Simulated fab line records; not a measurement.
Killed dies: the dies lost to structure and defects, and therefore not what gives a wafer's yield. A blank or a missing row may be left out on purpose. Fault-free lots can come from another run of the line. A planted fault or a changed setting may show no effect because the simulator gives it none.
fab line records + flow rit_cmos
record:
- lots: 14
- wafers: 42
- last_day: 8
route steps=202 shown SPACER@128 M1@202
lots that met no fault: from a run of the same line without faults
start_h: the number of hours between the record's first day and the start of the first shown wafer of the lot + wait_h: hours elapsed since this lot's preceding step + " unchanged from the row above + L1.1+2: a single row standing in for several wafers + - no value, or no start was given + * or withheld: withheld + < > ~ a bound
route shown NAME@n: NAME is a module with steps in the file, n the number in the route of the first one + usual: mean and standard deviation over wafers with no fault + same: alike in all rows + chamber/n: place in a boat + sites: each site's reading + _std_site: the values' standard deviation + _edge_site: mean of outer sites minus mean of inner sites + radius_mm: how far each site lies from the wafer's centre + mask NAME#n: copy n + behind: the most recent tool/chamber to have shaped the wafer + hold: the reason the lot was held/the length of the hold in hours/how it ended + device: the n, p or np transistor that did not switch + end of line: the same wafers' tests at the end of the route + a step given without rows: its recipe and nothing more + killed: not the wafer's yield, but the dies lost to structure and defects at the first sort + map: per-die view of a wafer (x killed, . not killed, _ where there is no die)
set.NAME: setting as actually run; set.NAME@STEP: the setting as run at that earlier step + model.NAME: the simulator's own value behind a step, which no gauge read
a sample of lots followed through the steps of the route, with each step as a table and each wafer as a row
services: the hour from which a tool's chamber was out of use, counted from the record's first day as start_h (under 0 if before that day), plus the number of hours and why
== steps ==
step: RIT_SPACER_CVD_03
recipe:
- material: Si3N4
- target_thk_nm: 250
- temp_c: 810
- precursor: SiH2Cl2/NH3
- time_s: 3300
- pressure_mtorr: 300
- sih2cl2_flow_sccm: 60
- nh3_flow_sccm: 150
usual:
- zone_power_centre_pct: 39.2/1.8
| lot.wafer | tool     | chamber | start_h | wait_h | zone_power_centre_pct |
|-----------|----------|---------|---------|--------|-----------------------|
| L360.1    | lpcvd-01 | 0       | 45.62   | 0.0    | 39.9                  |
| L360.5    | "        | 0       | "       | "      | 40.4                  |
| L360.6    | "        | 0       | "       | "      | 39.3                  |
| L361.1    | lpcvd-01 | 0       | 50.37   | 0.9    | 39.5                  |
| L361.3    | "        | 0       | "       | "      | 39.7                  |
| L361.5    | "        | 0       | "       | "      | 40.4                  |
| L362.2    | lpcvd-02 | 1       | 60.10   | 0.0    | 34.6                  |
| L362.3    | "        | 1       | "       | "      | 34.6                  |
| L362.6    | "        | 1       | "       | "      | 34.7                  |
| L363.4    | lpcvd-02 | 1       | 66.31   | 0.0    | 34.8                  |
| L363.5    | "        | 1       | "       | "      | 34.7                  |
| L363.6    | "        | 1       | "       | "      | 34.9                  |
| L364.2    | lpcvd-01 | 0       | 71.41   | 0.0    | 39.3                  |
| L364.5    | "        | 0       | "       | "      | 39.6                  |
| L364.6    | "        | 0       | "       | "      | 39.9                  |
| L365.2    | lpcvd-01 | 0       | 74.38   | 0.0    | 39.8                  |
| L365.4    | "        | 0       | "       | "      | 39.8                  |
| L365.6    | "        | 0       | "       | "      | 40.1                  |
| L367.1    | lpcvd-02 | 0       | 85.20   | 0.0    | 40.8                  |
| L367.2    | "        | 0       | "       | "      | 40.9                  |
| L367.3    | "        | 0       | "       | "      | 41.2                  |
| L370.2    | lpcvd-02 | 0       | 104.37  | 0.0    | 40.7                  |
| L370.4    | "        | 0       | "       | "      | 40.8                  |
| L370.5    | "        | 0       | "       | "      | 40.9                  |
| L375.2    | lpcvd-01 | 0       | 130.51  | 0.0    | 40.5                  |
| L375.4    | "        | 0       | "       | "      | 39.4                  |
| L375.5    | "        | 0       | "       | "      | 39.7                  |
| L376.2    | lpcvd-01 | 1       | 139.01  | 0.0    | 37.9                  |
| L376.5    | "        | 1       | "       | "      | 38.9                  |
| L376.6    | "        | 1       | "       | "      | 38.4                  |
| L377.2    | lpcvd-01 | 0       | 152.28  | 0.0    | 40.0                  |
| L377.3    | "        | 0       | "       | "      | 39.6                  |
| L377.5    | "        | 0       | "       | "      | 39.3                  |
| L380.1    | lpcvd-02 | 0       | 167.22  | 0.0    | 40.7                  |
| L380.3    | "        | 0       | "       | "      | 40.2                  |
| L380.5    | "        | 0       | "       | "      | 39.9                  |
| L381.1    | lpcvd-01 | 0       | 168.63  | 1.1    | 40.2                  |
| L381.3    | "        | 0       | "       | "      | 40.3                  |
| L381.4    | "        | 0       | "       | "      | 39.7                  |
| L382.1    | lpcvd-02 | 0       | 179.69  | 0.0    | 40.9                  |
| L382.3    | "        | 0       | "       | "      | 40.9                  |
| L382.4    | "        | 0       | "       | "      | 41.0                  |
step: RIT_M1_PROBE_99
usual:
- killed_at_contacts: 0.1/0.24
- killed_at_front_end: 7/3.1
- killed_dies: 7/3.1
- killed_on_rim: 1.9/1.3
- killed_open: 3.3/1.9
- killed_short: 3.9/2.1
same:
- gross_dies: 264
- killed_at_M0_to_M3: 0
- killed_at_M4_up: 0
- killed_at_back_side: 0
- killed_at_other: 0
| lot.wafer | tool      | chamber | start_h | wait_h | killed_at_contacts | killed_at_front_end | killed_dies | killed_on_rim | killed_open | killed_short |
|-----------|-----------|---------|---------|--------|--------------------|---------------------|-------------|---------------|-------------|--------------|
| L367.1    | prober-02 | -       | 98.24   | 0.1    | 0                  | 24                  | 24          | 10            | 1           | 3            |
| L367.2    | prober-02 | -       | 98.29   | 0.1    | 0                  | 23                  | 23          | 12            | 3           | 2            |
| L367.3    | prober-02 | -       | 98.34   | 0.2    | 0                  | 23                  | 23          | 9             | 2           | 4            |
| L370.2    | prober-01 | -       | 117.64  | 0.1    | 0                  | 23                  | 23          | 7             | 1           | 5            |
| L370.4    | prober-01 | -       | 117.74  | 0.2    | 0                  | 22                  | 22          | 8             | 2           | 3            |
| L370.5    | prober-01 | -       | 117.79  | 0.2    | 0                  | 22                  | 22          | 10            | 3           | 1            |
killed by level:class
L367.1 SPACER:unspecified=20 FOX1:geometric_particle:short=1 GATE:geometric_particle:short=1 SPACER:geometric_particle:open=1 SPACER:geometric_particle:short=1
L367.2 SPACER:unspecified=18 GATE:geometric_particle:open=3 SPACER:geometric_particle:short=2
L367.3 SPACER:unspecified=17 SPACER:geometric_particle:short=2 FOX1:geometric_particle:open=1 GATE:geometric_particle:short=1 REOX:geometric_particle:short=1 SPACER:geometric_particle:open=1
L370.2 SPACER:unspecified=15 FOX2:geometric_particle:short=3 NRETRO:coat_microbubble_printed=2 GATE:geometric_particle:short=1 GATE:geometric_particle:open=1 SPACER:geometric_particle:short=1
L370.4 SPACER:unspecified=17 SPACER:geometric_particle:short=2 GATE:geometric_particle:open=1 GATE:geometric_particle:short=1 SILICIDE:geometric_particle:open=1
L370.5 SPACER:unspecified=18 FOX1:geometric_particle:open=1 GATE:geometric_particle:open=1 SPACER:geometric_particle:open=1 SILICIDE:geometric_particle:short=1
== services ==
| tool     | chamber | start_h | hours | kind   |
|----------|---------|---------|-------|--------|
| lpcvd-01 | -       | 121.78  | 2.5   | repair |
| lpcvd-01 | -       | 127.36  | 2.8   | pm     |
== key ==
first_sign:
- step: RIT_M1_PROBE_99
- reading: killed_at_front_end
- direction: up
- sigmas: 5.1
- usual: 7
- struck: 23
effect:
- step: RIT_M1_PROBE_99
- reading: killed_dies
- direction: up
- sigmas: 5
- usual: 7
- struck: 23
met_at RIT_SPACER_CVD_03
struck_lots L367,L370
tester_left_out L367,L370
onset_between 66.31 85.20
fault:
- kind: chamber_particle_source
- tool: lpcvd-02
- chamber: -
- onset_h: 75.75
- steps: RIT_SPACER_CVD_03
- rate_per_visit_cm2: 0.64964
- end_h: 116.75
tester_left_out: of these lots the tester's yield and bins aren't shown, on N5 and GAA mostly nor the transistor test; their killed dies are dies lost to structure and defects alone, not to doping, threshold or leakage, so they don't give the yield
